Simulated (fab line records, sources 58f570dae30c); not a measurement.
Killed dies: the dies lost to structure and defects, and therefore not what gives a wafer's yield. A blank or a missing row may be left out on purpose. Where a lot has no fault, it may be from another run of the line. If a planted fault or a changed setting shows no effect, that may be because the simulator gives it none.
Check of tool commonality -- flow berkeleyCmos170 -- 15 lots, 45 wafers sampled

WHY THIS WAS OPENED
At UCB170_GATE_THK_MEAS_05 the reading GATE_POLY_THK is flagged on 3 of 15 lots. No-fault wafers: 214.0 nm, standard deviation 1.6.
Rule: a lot gets a flag if all its wafers with a number sit over 4 standard deviations from that mean, or if no wafer of it has a number. The other lots count as sound.

lot,measured,on,"GATE_POLY_THK (nm), wafer by wafer",flag
L875,day 6 11:27,filmMetro-02,212.7 211.8 211.4,
L877,day 6 11:31,filmMetro-03,216.3 212.5 214.1,
L879,day 7 03:26,filmMetro-03,215.0 216.4 215.2,
L878,day 7 03:27,filmMetro-02,214.0 216.4 214.4,
L880,day 7 03:27,filmMetro-01,213.2 213.0 213.3,
L883,day 8 05:35,filmMetro-02,212.6 212.9 211.7,
L884,day 8 05:35,filmMetro-03,215.7 213.5 215.3,
L887,day 8 19:50,filmMetro-01,177.1 176.4 178.2,FLAGGED
L885,day 8 19:51,filmMetro-03,178.4 178.6 177.4,FLAGGED
L886,day 8 19:52,filmMetro-02,175.1 176.4 174.8,FLAGGED
L890,day 9 11:50,filmMetro-03,214.7 213.6 216.6,
L891,day 9 11:54,filmMetro-03,214.3 214.5 214.8,
L895,day 10 16:18,filmMetro-03,212.6 216.0 213.1,
L897,day 11 02:17,filmMetro-01,214.2 215.0 214.8,
L898,day 11 08:03,filmMetro-01,212.7 213.9 213.1,
Average over the flagged lots: 176.9 nm; offset from the usual -37.1 nm, equal to -23 standard deviations.

LOT BY LOT: THE TOOL USED
Before the reading, the record contains 2 process steps out of a 331-step route. In each cell: the tool, then ch and the chambers that the sampled wafers went through, then the start.
lot,flag,UCB170_ACTIVE_ETCH_15,UCB170_GATE_CVD_04
L875,,"rieDiel-03 ch 0,1,3, day 4 08:17","lpcvd-01 ch 1, day 6 10:02"
L877,,"rieDiel-04 ch 0,2, day 4 13:03","lpcvd-01 ch 0, day 6 10:02"
L879,,"rieDiel-04 ch 0,1,3, day 5 05:35","lpcvd-01 ch 1, day 7 02:02"
L878,,"rieDiel-03 ch 0,1,3, day 5 05:21","lpcvd-01 ch 1, day 7 02:02"
L880,,"rieDiel-02 ch 2,3, day 5 05:43","lpcvd-01 ch 1, day 7 02:02"
L883,,"rieDiel-03 ch 2,3, day 6 00:33","lpcvd-02 ch 0, day 8 04:10"
L884,,"rieDiel-02 ch 0,1,2, day 6 09:35","lpcvd-02 ch 0, day 8 04:10"
L887,FLAGGED,"rieDiel-03 ch 0,1, day 6 21:13","lpcvd-02 ch 1, day 8 17:41"
L885,FLAGGED,"rieDiel-02 ch 0,1,2, day 6 17:05","lpcvd-02 ch 1, day 8 17:41"
L886,FLAGGED,"rieDiel-03 ch 0,2,3, day 6 17:22","lpcvd-02 ch 1, day 8 17:41"
L890,,"rieDiel-04 ch 1,2,3, day 7 21:08","lpcvd-01 ch 1, day 9 10:26"
L891,,"rieDiel-03 ch 0,2,3, day 7 20:52","lpcvd-01 ch 0, day 9 10:26"
L895,,"rieDiel-04 ch 0,2,3, day 8 16:49","lpcvd-02 ch 0, day 10 14:52"
L897,,"rieDiel-02 ch 0,1, day 9 02:00","lpcvd-02 ch 0, day 11 00:53"
L898,,"rieDiel-03 ch 0,3, day 9 06:29","lpcvd-02 ch 0, day 11 06:38"
These steps, and what they do:
- UCB170_ACTIVE_ETCH_15: etches Si3N4 in CH3F/Ar/O2, stops on SiO2, target depth 242 nm, time 151 s.
- UCB170_GATE_CVD_04: deposits poly-Si from SiH4, time 1440 s, target thk 214 nm.
- UCB170_GATE_THK_MEAS_05

FLAGGED OVER TOTAL, TOOL BY TOOL (the gauges that took the reading come last)
step,tool,lots run,flagged,share of the flagged lots,sound lots run after its first flagged lot
UCB170_ACTIVE_ETCH_15,rieDiel-02,4,1,some,1 (L897)
UCB170_ACTIVE_ETCH_15,rieDiel-03,7,2,some,"2 (L891,L898)"
UCB170_ACTIVE_ETCH_15,rieDiel-04,4,0,none,-
UCB170_GATE_CVD_04,lpcvd-01,7,0,none,-
UCB170_GATE_CVD_04,lpcvd-02,8,3,all,"3 (L895,L897,L898)"
UCB170_GATE_THK_MEAS_05,filmMetro-01,4,1,some,"2 (L897,L898)"
UCB170_GATE_THK_MEAS_05,filmMetro-02,4,1,some,0
UCB170_GATE_THK_MEAS_05,filmMetro-03,7,1,some,"3 (L890,L891,L895)"

WHAT THE TABLE PERMITS
All flagged lots share 1 row of the table, namely lpcvd-02 at UCB170_GATE_CVD_04.
- lpcvd-02 at UCB170_GATE_CVD_04: 3 of its 8 lots flagged. After the first flagged lot (L895, L897, L898), sound lots still ran on it; a lasting fault on the whole tool would not permit that.
Not one row of the table ran every flagged lot while running no sound lot after the first.

WHAT THE SIMULATOR HAD INSERTED
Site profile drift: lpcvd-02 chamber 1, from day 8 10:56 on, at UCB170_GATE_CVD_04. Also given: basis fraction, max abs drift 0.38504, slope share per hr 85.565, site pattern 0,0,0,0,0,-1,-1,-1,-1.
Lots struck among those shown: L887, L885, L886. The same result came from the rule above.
